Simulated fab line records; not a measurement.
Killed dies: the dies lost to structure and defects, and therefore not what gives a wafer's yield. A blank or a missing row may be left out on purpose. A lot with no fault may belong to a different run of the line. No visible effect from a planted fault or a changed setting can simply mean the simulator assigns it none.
Which tool did it? ; flow berkeley cmos170 ; 14 lots with 42 wafers sampled at 4 steps, on a route of 331 steps

WHAT THE GAUGES READ, wafer by wafer
UCB170_PFIELD_OVL_MEAS_06. Usual: PFIELD_OVL typically reads 1 nm, with standard deviation 5.
lot;measured;on;PFIELD_OVL (nm);flag
L854;day 4 23:31;overlay-01;-1 -3 1;
L856;day 5 07:47;overlay-02;3 9 4;
L855;day 5 06:58;overlay-02;-1 -4 -14;
L859;day 6 00:40;overlay-01;3 7 5;
L857;day 6 00:25;overlay-01;9 -3 2;
L860;day 6 07:17;overlay-02;4 13 8;
L862;day 6 13:47;overlay-02;-9 -5 -1;
L863;day 6 13:36;overlay-02;2 6 5;
L864;day 6 19:30;overlay-01;10 -3 2;
L865;day 7 09:11;overlay-01;-1 -3 0;
L866;day 7 09:41;overlay-01;-6 0 1;
L868;day 7 09:28;overlay-01;4 4 -1;
L876;day 9 14:43;overlay-02;-1 -3 -3;
L877;day 9 22:23;overlay-01;4 0 8;

UCB170_NVT_TW_MEAS_09. Usual: NVT_TW typically reads 527.9, with standard deviation 2.6.
lot;measured;on;NVT_TW;flag
L854;day 6 08:14;film metro-04;524.2 523.3 525.1;
L856;day 6 19:31;film metro-01;527.1 531.5 528.6;
L855;day 6 19:24;film metro-02;530.1 531.1 528.3;
L859;day 7 12:22;film metro-01;530.5 531.3 532.7;
L857;day 7 12:03;film metro-04;525.8 523.4 522.3;
L860;day 7 19:19;film metro-02;527.4 529.5 531.3;
L862;day 8 02:11;film metro-01;526.8 527.6 525.1;
L863;day 8 02:33;film metro-01;452.1 456.4 454.2;OFF
L864;day 8 02:18;film metro-04;523.0 525.2 524.4;
L865;day 8 20:54;film metro-02;531.0 528.3 534.0;
L866;day 8 21:11;film metro-04;451.7 450.6 450.7;OFF
L868;day 8 21:28;film metro-04;525.8 525.2 527.1;
L876;day 11 00:48;film metro-04;526.1 527.5 529.2;
L877;day 11 15:52;film metro-04;528.0 528.1 525.2;

TOOL THAT RAN EACH LOT (tool first, then ch and the chambers of the sampled wafers, then the start)
lot;UCB170_PWELL_ETCH_14;UCB170_NVT_IMPLANT_07
L854;rie diel-02 ch 0,2,3, day 3 10:38;implanter-04 ch 0, day 6 07:59
L856;rie diel-03 ch 0,1, day 3 17:53;implanter-02 ch 0, day 6 19:17
L855;rie diel-01 ch 0,2,3, day 3 18:01;implanter-04 ch 0, day 6 19:09
L859;rie diel-03 ch 1,2, day 4 08:19;implanter-02 ch 0, day 7 12:07
L857;rie diel-01 ch 0,2, day 4 09:19;implanter-02 ch 0, day 7 11:49
L860;rie diel-02 ch 0,2,3, day 4 19:19;implanter-04 ch 0, day 7 19:04
L862;rie diel-02 ch 0,3, day 5 01:13;implanter-04 ch 0, day 8 01:56
L863;rie diel-02 ch 0,2,3, day 5 07:28;implanter-04 ch 0, day 8 02:19
L864;rie diel-03 ch 1,2, day 5 12:37;implanter-01 ch 0, day 8 02:03
L865;rie diel-02 ch 0,2, day 5 22:39;implanter-02 ch 0, day 8 20:39
L866;rie diel-03 ch 0,1, day 5 22:56;implanter-04 ch 0, day 8 20:57
L868;rie diel-01 ch 0,1, day 5 23:12;implanter-01 ch 0, day 8 21:14
L876;rie diel-02 ch 0,2,3, day 7 19:46;implanter-01 ch 0, day 11 00:34
L877;rie diel-03 ch 0,2,3, day 8 04:52;implanter-02 ch 0, day 11 15:40
- UCB170_PWELL_ETCH_14: etches Si3N4 in CH3F/Ar/O2, stops on SiO2, target depth 242 nm, time 151 s.
- UCB170_NVT_IMPLANT_07

AS READ BY THE TOOLS THEMSELVES (means over the sampled wafers that have a number; for cases with no such wafer, the mark the record gives instead)
UCB170_PWELL_ETCH_14. Usual: drypump motor current A 5.7 A, standard deviation 0.4; oes product au 0.948 a.u., standard deviation 0.014; throttle valve pct 8.05 %, standard deviation 0.16.
lot;tool;drypump motor current A (A);oes product au (a.u.);throttle valve pct (%);flag
L854;rie diel-02;5.9;0.950;8.04;
L856;rie diel-03;5.3;0.953;7.97;
L855;rie diel-01;5.8;0.941;8.06;
L859;rie diel-03;5.5;0.955;8.09;
L857;rie diel-01;5.8;0.932;8.02;
L860;rie diel-02;5.9;0.949;8.04;
L862;rie diel-02;5.8;0.945;7.89;
L863;rie diel-02;5.9;0.943;8.05;
L864;rie diel-03;5.3;0.946;8.19;
L865;rie diel-02;5.8;0.953;8.00;
L866;rie diel-03;5.3;0.951;7.98;
L868;rie diel-01;5.8;0.938;8.20;
L876;rie diel-02;5.9;0.937;8.04;
L877;rie diel-03;5.3;0.950;8.05;

UCB170_NVT_IMPLANT_07. Usual: dose ions cm2 3e+12, standard deviation 3.3e+09; faraday current uA 9.52, standard deviation 0.2.
lot;tool;dose ions cm2;faraday current uA;flag
L854;implanter-04;3e+12;9.53;
L856;implanter-02;3e+12;9.26;
L855;implanter-04;3e+12;9.41;
L859;implanter-02;3e+12;9.50;
L857;implanter-02;3e+12;9.38;
L860;implanter-04;3e+12;9.56;
L862;implanter-04;3e+12;9.58;
L863;implanter-04;2e+12;5.81;OFF
L864;implanter-01;3e+12;9.58;
L865;implanter-02;3e+12;9.66;
L866;implanter-04;2e+12;5.78;OFF
L868;implanter-01;3e+12;9.53;
L876;implanter-01;3e+12;9.44;
L877;implanter-02;3e+12;9.42;

THE ANSWER, worked out from the rows above alone
Rule: a lot counts as off when the mean over its wafers that have a number is more than 3 standard deviations away from the usual mean. Also off: a lot with no number at a reading for which 4 or more lots have one. Any other lot the step has rows for is counted as sound. After the gauges, taken in route order, come the tools' own readings; for these a lot's mean is taken, as printed above. The first step at which some lot is off is used, and at that step the reading that is off furthest; a lot without a number counts as furthest.
Off: L863, L866, seen at UCB170_NVT_TW_MEAS_09 (NVT_TW).
A tool fits if, at a process step before that reading, it ran every lot that is off, and no sound lot after the first of them. The gauges at UCB170_NVT_TW_MEAS_09 aren't tried: what is off there is off at UCB170_NVT_IMPLANT_07 too, on other tools, and a gauge's error can't cause that. One candidate fits, namely implanter-04 at UCB170_NVT_IMPLANT_07. Its last sound lot is L862 (day 8 01:56), its first lot that is off L863 (day 8 02:19): a fault that began between those two fits.
The tool's own readings at UCB170_NVT_IMPLANT_07 bear it out: on the lots that are off they differ by more than 5 times the standard deviation of the sound lots' means. dose ions cm2 reads 2e+12 there against 3e+12 on the sound lots; faraday current uA reads 5.79 there against 9.49 on the sound lots.

WHAT THE SIMULATOR HAD PUT IN
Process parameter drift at UCB170_NVT_IMPLANT_07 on implanter-04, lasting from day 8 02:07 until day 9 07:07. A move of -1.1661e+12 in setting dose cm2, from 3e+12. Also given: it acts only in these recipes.
Shown lots that were struck: L863, L866. The same result came from the rule above.
